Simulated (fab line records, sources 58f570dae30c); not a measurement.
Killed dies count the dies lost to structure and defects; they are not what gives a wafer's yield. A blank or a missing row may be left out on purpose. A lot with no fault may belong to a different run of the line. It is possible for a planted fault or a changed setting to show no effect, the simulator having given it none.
Split-lot study :: flow berkeley-cmos170 :: on a route of 331 steps: 5 lots, 23 wafers read

== THE SPLIT ITSELF ==
At UCB170_ACTIVE_STRIP_16 (strips in O2), the setting power-w was moved away from the recipe's 400 W on 9 of the 23 wafers read, by -9.4% to +7.9%. All remaining wafers had this setting at the recipe value.

The split's own step is where the reading is taken.

== THE READING ==
oes-product-au, in a.u., at UCB170_ACTIVE_STRIP_16 (strips in O2). Typical for fault-free wafers on this fab line: 0.720 a.u., with standard deviation 0.0044 a.u.

wafer: L074.1
tool, chamber at the split: plasma-asher-02, 1
power-w as run, W: 400
against the recipe: recipe
oes-product-au, a.u.: 0.718
against lot-mates on the recipe: -

wafer: L074.2
tool, chamber at the split: plasma-asher-02, 0
power-w as run, W: 400
against the recipe: recipe
oes-product-au, a.u.: 0.729
against lot-mates on the recipe: -

wafer: L074.4
tool, chamber at the split: plasma-asher-02, 1
power-w as run, W: 418.1
against the recipe: +4.5%
oes-product-au, a.u.: 0.732
against lot-mates on the recipe: +0.010

wafer: L074.5
tool, chamber at the split: plasma-asher-02, 1
power-w as run, W: 400
against the recipe: recipe
oes-product-au, a.u.: 0.720
against lot-mates on the recipe: -

wafer: L074.6
tool, chamber at the split: plasma-asher-02, 0
power-w as run, W: 418.1
against the recipe: +4.5%
oes-product-au, a.u.: 0.737
against lot-mates on the recipe: +0.015

wafer: L076.1
tool, chamber at the split: plasma-asher-03, 1
power-w as run, W: 362.3
against the recipe: -9.4%
oes-product-au, a.u.: 0.690
against lot-mates on the recipe: -0.038

wafer: L076.2
tool, chamber at the split: plasma-asher-03, 0
power-w as run, W: 400
against the recipe: recipe
oes-product-au, a.u.: 0.728
against lot-mates on the recipe: -

wafer: L076.3
tool, chamber at the split: plasma-asher-03, 1
power-w as run, W: 362.3
against the recipe: -9.4%
oes-product-au, a.u.: 0.682
against lot-mates on the recipe: -0.045

wafer: L076.4
tool, chamber at the split: plasma-asher-03, 0
power-w as run, W: 362.3
against the recipe: -9.4%
oes-product-au, a.u.: 0.685
against lot-mates on the recipe: -0.042

wafer: L076.6
tool, chamber at the split: plasma-asher-03, 1
power-w as run, W: 400
against the recipe: recipe
oes-product-au, a.u.: 0.727
against lot-mates on the recipe: -

wafer: L077.1
tool, chamber at the split: plasma-asher-01, 0
power-w as run, W: 431.6
against the recipe: +7.9%
oes-product-au, a.u.: 0.743
against lot-mates on the recipe: +0.024

wafer: L077.2
tool, chamber at the split: plasma-asher-01, 1
power-w as run, W: 431.6
against the recipe: +7.9%
oes-product-au, a.u.: 0.751
against lot-mates on the recipe: +0.032

wafer: L077.3
tool, chamber at the split: plasma-asher-01, 1
power-w as run, W: 400
against the recipe: recipe
oes-product-au, a.u.: 0.722
against lot-mates on the recipe: -

wafer: L077.4
tool, chamber at the split: plasma-asher-01, 0
power-w as run, W: 400
against the recipe: recipe
oes-product-au, a.u.: 0.719
against lot-mates on the recipe: -

wafer: L077.6
tool, chamber at the split: plasma-asher-01, 0
power-w as run, W: 400
against the recipe: recipe
oes-product-au, a.u.: 0.715
against lot-mates on the recipe: -

wafer: L079.2
tool, chamber at the split: plasma-asher-01, 0
power-w as run, W: 424.5
against the recipe: +6.1%
oes-product-au, a.u.: 0.742
against lot-mates on the recipe: +0.021

wafer: L079.3
tool, chamber at the split: plasma-asher-01, 0
power-w as run, W: 424.5
against the recipe: +6.1%
oes-product-au, a.u.: 0.744
against lot-mates on the recipe: +0.023

wafer: L079.4
tool, chamber at the split: plasma-asher-01, 1
power-w as run, W: 400
against the recipe: recipe
oes-product-au, a.u.: 0.722
against lot-mates on the recipe: -

wafer: L079.5
tool, chamber at the split: plasma-asher-01, 1
power-w as run, W: 400
against the recipe: recipe
oes-product-au, a.u.: 0.720
against lot-mates on the recipe: -

wafer: L079.6
tool, chamber at the split: plasma-asher-01, 0
power-w as run, W: 400
against the recipe: recipe
oes-product-au, a.u.: 0.722
against lot-mates on the recipe: -

wafer: L081.1
tool, chamber at the split: plasma-asher-01, 0
power-w as run, W: 400
against the recipe: recipe
oes-product-au, a.u.: 0.720
against lot-mates on the recipe: -

wafer: L081.2
tool, chamber at the split: plasma-asher-01, 1
power-w as run, W: 400
against the recipe: recipe
oes-product-au, a.u.: 0.720
against lot-mates on the recipe: -

wafer: L081.6
tool, chamber at the split: plasma-asher-01, 1
power-w as run, W: 400
against the recipe: recipe
oes-product-au, a.u.: 0.732
against lot-mates on the recipe: -

THE FIT
A straight line over all 23 wafers: oes-product-au changes by +0.00355 a.u. for each +1% of power-w; r = +0.97; the points scatter about the line by 0.0046 a.u.
The same after taking each lot's own level away (the mean of its wafers on the recipe; 23 wafers): +0.00398 a.u. for each +1%; r = +0.98; scatter 0.0042 a.u.
Per that fit: largest power-w move, reading shift of 0.038 a.u.
Measured against the standard deviation above, the lots' own levels, which go from 0.7187 to 0.7275 a.u., span 2.0 times it.
So the slope is not independent of the lot-to-lot level: the two fits are not the same.
Check: for one of the wafers moved furthest among these (-9.4%), held out of the fit, the line's prediction against its lot-mates is -0.0396 a.u. Against them it came out at -0.0375 a.u.
Tool readings at the split's step, against how far the setting was moved: oes-product-au r = +0.97; strip-time-to-endpoint-s r = -1.00.

== THE OTHER SPLITS THESE WAFERS WENT THROUGH ==
Other splits were also applied to these wafers ahead of the reading. Each is held against what the fit with the lots' levels taken away leaves over:
other split on the same wafers: UCB170_PWELL_OXIDATION_02 ox-time-s
wafers away from the commonest value: 15
r with oes-product-au (lot level and that fit taken away): +0.17

other split on the same wafers: UCB170_ACTIVE_CVD_05 temp-c
wafers away from the commonest value: 10
r with oes-product-au (lot level and that fit taken away): -0.11

== THE WHOLE CHAIN: every reading that the file lists as answering this split, in the file's order ==
step: UCB170_ACTIVE_STRIP_16
what it does: strips in O2
reading: oes-product-au
change (the file's fit): +0.00385 a.u. for each +1% of the setting
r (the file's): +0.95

step: UCB170_ACTIVE_STRIP_16
what it does: strips in O2
reading: strip-time-to-endpoint-s
change (the file's fit): withheld for each +1% of the setting
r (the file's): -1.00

== THE FILE'S OWN FIT ==
oes-product-au changes by +0.00385 a.u. for each +1% of power-w, r = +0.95.
